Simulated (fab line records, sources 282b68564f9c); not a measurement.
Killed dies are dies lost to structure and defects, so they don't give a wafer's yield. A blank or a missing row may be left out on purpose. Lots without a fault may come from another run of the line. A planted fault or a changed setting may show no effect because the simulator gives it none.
Which tool did it? | flow rit_cmos | 14 lots, 42 wafers sampled, at 4 steps of a route of 202

WHAT THE GAUGES READ, wafer by wafer
RIT_PSD_OVL_MEAS_06. Usual: PSD_OVL -1.3 nm, standard deviation 1.3.
lot  | measured    | on         | PSD_OVL (nm)   | flag
L211 | day 3 00:23 | overlay-02 | -5.3 -2.5 -2.0 |
L212 | day 3 09:50 | overlay-01 | 1.3 0.0 0.9    |
L213 | day 3 12:10 | overlay-01 | -1.8 -2.1 -0.3 |
L214 | day 3 16:17 | overlay-02 | -1.3 -3.1 -2.4 |
L217 | day 4 06:02 | overlay-01 | -1.3 -1.5 0.9  |
L219 | day 4 17:15 | overlay-01 | 0.3 -0.2 -0.8  |
L220 | day 4 22:29 | overlay-02 | -3.0 -2.1 -0.8 |
L225 | day 6 00:49 | overlay-02 | 0.4 1.6 -0.5   |
L226 | day 6 03:37 | overlay-01 | -1.2 -1.7 -0.8 |
L227 | day 6 09:45 | overlay-01 | -2.5 -1.7 -2.2 |
L230 | day 7 00:42 | overlay-02 | -1.5 -0.9 0.6  |
L231 | day 7 04:58 | overlay-01 | -1.2 0.1 -1.4  |
L233 | day 7 15:19 | overlay-02 | -2.3 -1.4 -2.5 |
L234 | day 7 19:46 | overlay-01 | -1.3 -2.5 -1.4 |

RIT_SDANNEAL_RS_MEAS_07: measures by four-point-probe. Usual: NLDD_RS 151.6 ohm/sq, standard deviation 0.43.
lot  | measured    | on            | NLDD_RS (ohm/sq)  | flag
L211 | day 3 01:45 | film_metro-03 | 151.3 151.6 151.5 |
L212 | day 3 11:12 | film_metro-04 | 151.9 152.0 152.4 |
L213 | day 3 13:32 | film_metro-03 | 151.4 151.4 150.8 |
L214 | day 3 17:38 | film_metro-01 | 151.2 151.7 151.7 |
L217 | day 4 07:31 | film_metro-01 | 151.4 151.1 151.5 |
L219 | day 4 18:36 | film_metro-04 | 152.3 151.5 151.7 |
L220 | day 4 23:50 | film_metro-03 | 151.9 152.4 152.0 |
L225 | day 6 02:19 | film_metro-01 | 152.4 151.7 152.0 |
L226 | day 6 04:58 | film_metro-01 | 152.4 151.5 151.5 |
L227 | day 6 11:07 | film_metro-01 | 151.0 151.5 151.3 |
L230 | day 7 02:03 | film_metro-03 | 151.6 152.1 151.7 |
L231 | day 7 06:21 | film_metro-03 | 151.5 151.7 151.4 |
L233 | day 7 17:02 | film_metro-03 | 151.2 151.1 151.2 |
L234 | day 7 21:29 | film_metro-01 | 151.5 151.3 151.6 |

WHICH TOOL RAN EACH LOT (tool, then ch and the chambers of the sampled wafers, then the start)
lot  | RIT_NRETRO_STRIP_09                 | RIT_SPACER_ETCHBACK_05
L211 | plasma_asher-02 ch 0,1, day 2 06:18 | rie_diel-04 ch 0,3, day 2 21:37
L212 | plasma_asher-01 ch 0,1, day 2 15:37 | rie_diel-01 ch 0,3, day 3 07:25
L213 | plasma_asher-01 ch 0,1, day 2 17:50 | rie_diel-02 ch 0,1,2, day 3 09:37
L214 | plasma_asher-02 ch 0,1, day 2 22:01 | rie_diel-02 ch 0,1,3, day 3 13:50
L217 | plasma_asher-01 ch 0,1, day 3 11:19 | rie_diel-02 ch 0,3, day 4 03:20
L219 | plasma_asher-01 ch 0,1, day 3 22:28 | rie_diel-01 ch 0,3, day 4 14:35
L220 | plasma_asher-02 ch 0,1, day 4 03:40 | rie_diel-02 ch 0,2,3, day 4 19:56
L225 | plasma_asher-01 ch 0, day 5 04:23   | rie_diel-04 ch 0,1, day 5 22:10
L226 | plasma_asher-03 ch 0,1, day 5 09:04 | rie_diel-04 ch 1,2, day 6 01:04
L227 | plasma_asher-03 ch 0,1, day 5 13:22 | rie_diel-01 ch 1,2,3, day 6 06:44
L230 | plasma_asher-02 ch 0,1, day 6 06:31 | rie_diel-01 ch 0,1,3, day 6 22:09
L231 | plasma_asher-03 ch 1, day 6 10:24   | rie_diel-04 ch 1,2,3, day 7 02:20
L233 | plasma_asher-01 ch 1, day 6 19:25   | rie_diel-01 ch 1,2,3, day 7 12:32
L234 | plasma_asher-01 ch 0,1, day 7 01:17 | rie_diel-01 ch 1,2,3, day 7 17:20
- RIT_NRETRO_STRIP_09: strips in O2, time 180 s.
- RIT_SPACER_ETCHBACK_05: etches Si3N4 in SF6/CHF3, stops on SiO2, target depth 250 nm, time 240 s.

WHAT THE TOOLS THEMSELVES READ (means of the sampled wafers that have a number; where no wafer has one, the mark that the record gives instead)
RIT_NRETRO_STRIP_09. Usual: drypump_motor_current_A 5.3 A, standard deviation 0.51.
lot  | tool            | drypump_motor_current_A (A) | flag
L211 | plasma_asher-02 | 5.8                         |
L212 | plasma_asher-01 | 4.9                         |
L213 | plasma_asher-01 | 5.0                         |
L214 | plasma_asher-02 | 5.9                         |
L217 | plasma_asher-01 | 5.0                         |
L219 | plasma_asher-01 | 5.0                         |
L220 | plasma_asher-02 | 5.9                         |
L225 | plasma_asher-01 | 4.7                         |
L226 | plasma_asher-03 | 5.9                         |
L227 | plasma_asher-03 | 5.9                         |
L230 | plasma_asher-02 | 5.9                         |
L231 | plasma_asher-03 | 5.8                         |
L233 | plasma_asher-01 | 5.2                         |
L234 | plasma_asher-01 | 5.0                         |

RIT_SPACER_ETCHBACK_05. Usual: drypump_motor_current_A 5.8 A, standard deviation 0.44; oes_product_au 0.840 a.u., standard deviation 0.013; run_length_s 268.2 s, standard deviation 0.49; throttle_valve_pct 10.29 %, standard deviation 0.17.
lot  | tool        | drypump_motor_current_A (A) | oes_product_au (a.u.) | run_length_s (s) | throttle_valve_pct (%) | flag
L211 | rie_diel-04 | 5.9                         | 0.834                 | 267.9            | 10.23                  |
L212 | rie_diel-01 | 5.7                         | 0.838                 | 267.8            | 10.20                  |
L213 | rie_diel-02 | 5.7                         | 0.845                 | 268.6            | 10.37                  |
L214 | rie_diel-02 | 5.9                         | 0.845                 | 268.6            | 10.37                  |
L217 | rie_diel-02 | 5.8                         | 0.886                 | 257.6            | 10.39                  | OFF
L219 | rie_diel-01 | 5.9                         | 0.845                 | 267.8            | 10.14                  |
L220 | rie_diel-02 | 5.6                         | 0.860                 | 263.4            | 10.36                  | OFF
L225 | rie_diel-04 | 6.2                         | 0.852                 | 267.7            | 10.04                  |
L226 | rie_diel-04 | 5.6                         | 0.828                 | 268.1            | 10.37                  |
L227 | rie_diel-01 | 5.8                         | 0.849                 | 268.2            | 10.24                  |
L230 | rie_diel-01 | 5.8                         | 0.842                 | 268.0            | 10.21                  |
L231 | rie_diel-04 | 5.5                         | 0.822                 | 268.0            | 10.38                  |
L233 | rie_diel-01 | 5.8                         | 0.849                 | 268.3            | 10.25                  |
L234 | rie_diel-01 | 5.8                         | 0.837                 | 268.2            | 10.24                  |

THE ANSWER, worked out from the rows above alone
Rule: a lot is off if the mean of its wafers that have a number lies more than 3 standard deviations from the usual mean. A lot without any number at a reading at which 4 lots or more have one is off too. The other lots that the step has rows for count as sound. The gauges are gone through in route order, then the tools' own readings, and for those a lot's mean is taken as printed above. The first step at which some lot is off is used, and at that step the reading that is off furthest; a lot without a number counts as furthest.
Off: L217, L220, at RIT_SPACER_ETCHBACK_05 (run_length_s).
A tool fits if, at that step or a process step before it, it ran every lot that is off, and no sound lot after the first of them. One fits: rie_diel-02 at RIT_SPACER_ETCHBACK_05. Its last sound lot is L214 (day 3 13:50), its first lot that is off L217 (day 4 03:20): a fault that began between those two fits.
The tool's own readings at RIT_SPACER_ETCHBACK_05 bear it out: on the lots that are off they differ by more than 5 times the standard deviation of the sound lots' means. run_length_s reads 260.5 s there against 268.1 s on the sound lots.

WHAT THE SIMULATOR HAD PUT IN
Process parameter drift: rie_diel-02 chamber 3, from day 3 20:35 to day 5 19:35, at RIT_SPACER_ETCHBACK_05. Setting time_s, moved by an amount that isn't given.
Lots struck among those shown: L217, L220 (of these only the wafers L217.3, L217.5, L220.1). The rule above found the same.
